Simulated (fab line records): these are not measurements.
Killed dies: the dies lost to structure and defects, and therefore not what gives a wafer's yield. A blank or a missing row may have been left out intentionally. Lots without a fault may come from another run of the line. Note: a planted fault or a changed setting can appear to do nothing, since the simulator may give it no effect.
The tool behind it: which one?	flow berkeleyCmos170	42 wafers from 14 lots sampled at 2 of the route's 331 steps

== WHAT EACH GAUGE READ, for each wafer ==
UCB170_PLDD_CD_MEAS_06: the cd target is 1200 nm. Usual: 1199.6 nm for cdNm, sd 1.3.
lot	measured	on	cdNm (nm)	flag
L766	day 6 16:51	cdSem-01	1199.1 1200.2 1198.2	
L767	day 6 22:55	cdSem-02	1198.3 1198.5 1198.4	
L769	day 7 10:23	cdSem-01	1199.1 1197.7 1198.2	
L771	day 7 10:42	cdSem-01	1199.3 1199.3 1200.2	
L768	day 7 11:11	cdSem-01	1201.0 1201.2 1201.7	
L774	day 7 18:28	cdSem-01	1200.5 1199.6 1200.1	
L772	day 7 18:46	cdSem-02	1200.2 1200.4 1200.4	
L773	day 7 18:58	cdSem-02	1199.3 1200.4 1200.1	
L776	day 8 07:45	cdSem-01	1199.7 1200.7 1199.0	
L775	day 8 08:02	cdSem-01	1202.2 1202.3 1202.5	
L778	day 9 00:31	cdSem-02	1199.8 1201.5 1202.1	
L782	day 9 09:47	cdSem-02	1186.0 1186.0 1187.2	OFF
L780	day 9 10:03	cdSem-02	1186.7 1187.9 1186.9	OFF
L787	day 10 12:37	cdSem-01	1198.1 1197.9 1199.2	

== TOOL THAT RAN EACH LOT (tool first, then ch and the chambers of the sampled wafers, then the start) ==
lot	UCB170_PLDD_SOFTBAKE_02
L766	lithoTrack-02 ch 0, day 6 15:58
L767	lithoTrack-01 ch 0, day 6 22:23
L769	lithoTrack-04 ch 0, day 7 09:50
L771	lithoTrack-01 ch 0, day 7 10:02
L768	lithoTrack-01 ch 0, day 7 10:29
L774	lithoTrack-04 ch 0, day 7 17:47
L772	lithoTrack-01 ch 0, day 7 18:13
L773	lithoTrack-04 ch 0, day 7 18:25
L776	lithoTrack-01 ch 0, day 8 06:26
L775	lithoTrack-01 ch 0, day 8 06:53
L778	lithoTrack-02 ch 0, day 8 23:34
L782	lithoTrack-02 ch 0, day 9 09:00
L780	lithoTrack-02 ch 0, day 9 09:26
L787	lithoTrack-01 ch 0, day 10 11:52
- UCB170_PLDD_SOFTBAKE_02: time 60 s.

== AS READ BY THE TOOLS THEMSELVES (means over the sampled wafers that have a number; for cases with no such wafer, the mark the record gives instead) ==
UCB170_PLDD_SOFTBAKE_02. Usual: chillPlateTempC 23.00 C, standard deviation 0.11; heaterPowerTotalW 56.80 W, standard deviation 0.042; plateTempC 130.03 C, standard deviation 0.14.
lot	tool	chillPlateTempC (C)	heaterPowerTotalW (W)	plateTempC (C)	flag
L766	lithoTrack-02	22.95	56.82	129.94	
L767	lithoTrack-01	23.02	56.80	130.00	
L769	lithoTrack-04	23.05	56.80	129.80	
L771	lithoTrack-01	22.82	56.80	130.21	
L768	lithoTrack-01	22.98	56.77	130.07	
L774	lithoTrack-04	22.90	56.83	129.89	
L772	lithoTrack-01	23.10	56.77	129.88	
L773	lithoTrack-04	22.88	56.82	130.01	
L776	lithoTrack-01	23.03	56.75	129.99	
L775	lithoTrack-01	23.09	56.82	129.88	
L778	lithoTrack-02	22.94	56.76	130.27	
L782	lithoTrack-02	23.10	53.66	124.55	OFF
L780	lithoTrack-02	22.99	53.61	124.45	OFF
L787	lithoTrack-01	22.98	56.78	130.17	

== THE ANSWER, worked out from the rows above alone ==
Rule: a lot counts as off when the mean over its wafers that have a number is more than 3 standard deviations away from the usual mean. A lot without any number at a reading at which 4 lots or more have one is off too. Where the step has rows for the other lots, those lots are counted as sound. Order of review: gauges by route order, followed by the tools' own readings, for which a lot's mean as printed above is used. The first step at which some lot is off is used, and at that step the reading that is off furthest; a lot without a number counts as furthest.
Off: L782, L780 (UCB170_PLDD_CD_MEAS_06, cdNm).
A tool fits if, at a process step before that reading, it ran every lot that is off, and no sound lot after the first of them. The gauges at UCB170_PLDD_CD_MEAS_06 aren't tried: what is off there is off at UCB170_PLDD_SOFTBAKE_02 too, on other tools, and a gauge's error can't cause that. One fits: lithoTrack-02 at UCB170_PLDD_SOFTBAKE_02. Its last sound lot is L778 (day 8 23:34), its first lot that is off L782 (day 9 09:00): a fault that began between those two fits.
The tool's own readings at UCB170_PLDD_SOFTBAKE_02 bear it out: on the lots that are off they differ by more than 5 times the standard deviation of the sound lots' means. heaterPowerTotalW reads 53.63 W there against 56.79 W on the sound lots; plateTempC reads 124.50 C there against 130.01 C on the sound lots.

== WHAT WAS PUT IN BY THE SIMULATOR ==
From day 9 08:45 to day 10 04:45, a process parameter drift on lithoTrack-02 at UCB170_PLDD_SOFTBAKE_02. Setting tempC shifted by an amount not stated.
Struck lots among those shown: L782, L780. The rule above found the same.
